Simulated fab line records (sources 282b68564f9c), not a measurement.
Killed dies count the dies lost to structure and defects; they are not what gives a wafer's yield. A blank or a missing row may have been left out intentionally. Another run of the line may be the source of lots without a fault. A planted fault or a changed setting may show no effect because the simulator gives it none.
Split-lot trial | flow rit_cmos | on a route of 202 steps: 5 lots, 23 wafers read

## THE SPLIT ITSELF
At RIT_ACTIVE_CVD_03 (deposits Si3N4 from SiH2Cl2/NH3, target thk 150 nm, time 1500 s), the setting pressure_mtorr was moved away from the recipe's 300 mTorr on 15 of the 23 wafers read, by -12.1% to +12.7%. The other wafers ran this setting at the recipe's value.

The split's own step is where the reading is taken.

## THE READING
Si3N4_of_ACTIVE_CVD_03.thk_nm (the simulator's own value, which no gauge read), in nm, at RIT_ACTIVE_CVD_03 (deposits Si3N4 from SiH2Cl2/NH3, target thk 150 nm, time 1500 s). No usual value for it is given in the file. Average 150.1 nm, standard deviation 2.5 nm, over the 8 wafers here run with the recipe.

wafer  | tool, chamber at the split | pressure_mtorr as run, mTorr | against the recipe | Si3N4_of_ACTIVE_CVD_03.thk_nm, nm | against lot-mates on the recipe
L074.1 | -, -                       | 338.1                        | +12.7%             | 155.5                             | no lot-mate on the recipe
L074.3 | -, -                       | 338.1                        | +12.7%             | 155.7                             | no lot-mate on the recipe
L074.4 | -, -                       | 338.1                        | +12.7%             | 157.6                             | no lot-mate on the recipe
L074.5 | -, -                       | 338.1                        | +12.7%             | 157                               | no lot-mate on the recipe
L074.6 | -, -                       | 338.1                        | +12.7%             | 157.3                             | no lot-mate on the recipe
L077.1 | -, -                       | 263.6                        | -12.1%             | 141.3                             | no lot-mate on the recipe
L077.2 | -, -                       | 263.6                        | -12.1%             | 142.1                             | no lot-mate on the recipe
L077.3 | -, -                       | 263.6                        | -12.1%             | 142.9                             | no lot-mate on the recipe
L077.4 | -, -                       | 263.6                        | -12.1%             | 142.4                             | no lot-mate on the recipe
L077.6 | -, -                       | 263.6                        | -12.1%             | 142.2                             | no lot-mate on the recipe
L080.1 | -, -                       | 300                          | recipe             | 148.6                             | -
L080.5 | -, -                       | 300                          | recipe             | 148.6                             | -
L080.2 | -, -                       | 300                          | recipe             | 147.8                             | -
L080.4 | -, -                       | 300                          | recipe             | 148.3                             | -
L080.6 | -, -                       | 300                          | recipe             | 147.5                             | -
L082.1 | lpcvd-01, 1                | 300                          | recipe             | 153.2                             | -
L082.2 | lpcvd-01, 1                | 300                          | recipe             | 153.4                             | -
L082.3 | lpcvd-01, 1                | 300                          | recipe             | 153                               | -
L085.1 | -, -                       | 313                          | +4.3%              | 151                               | no lot-mate on the recipe
L085.2 | -, -                       | 313                          | +4.3%              | 152.6                             | no lot-mate on the recipe
L085.3 | -, -                       | 313                          | +4.3%              | 152.9                             | no lot-mate on the recipe
L085.4 | -, -                       | 313                          | +4.3%              | 152.1                             | no lot-mate on the recipe
L085.6 | -, -                       | 313                          | +4.3%              | 152.8                             | no lot-mate on the recipe

THE FIT
A straight line over all 23 wafers: Si3N4_of_ACTIVE_CVD_03.thk_nm changes by +0.582 nm for each +1% of pressure_mtorr; r = +0.95; the points scatter about the line by 1.7 nm.
Too few moved wafers with a lot-mate on the recipe to fit a line net of each lot's own level.

## THE FILE'S OWN FIT
Si3N4_of_ACTIVE_CVD_03.thk_nm changes by +0.583 nm for each +1% of pressure_mtorr, r = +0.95.
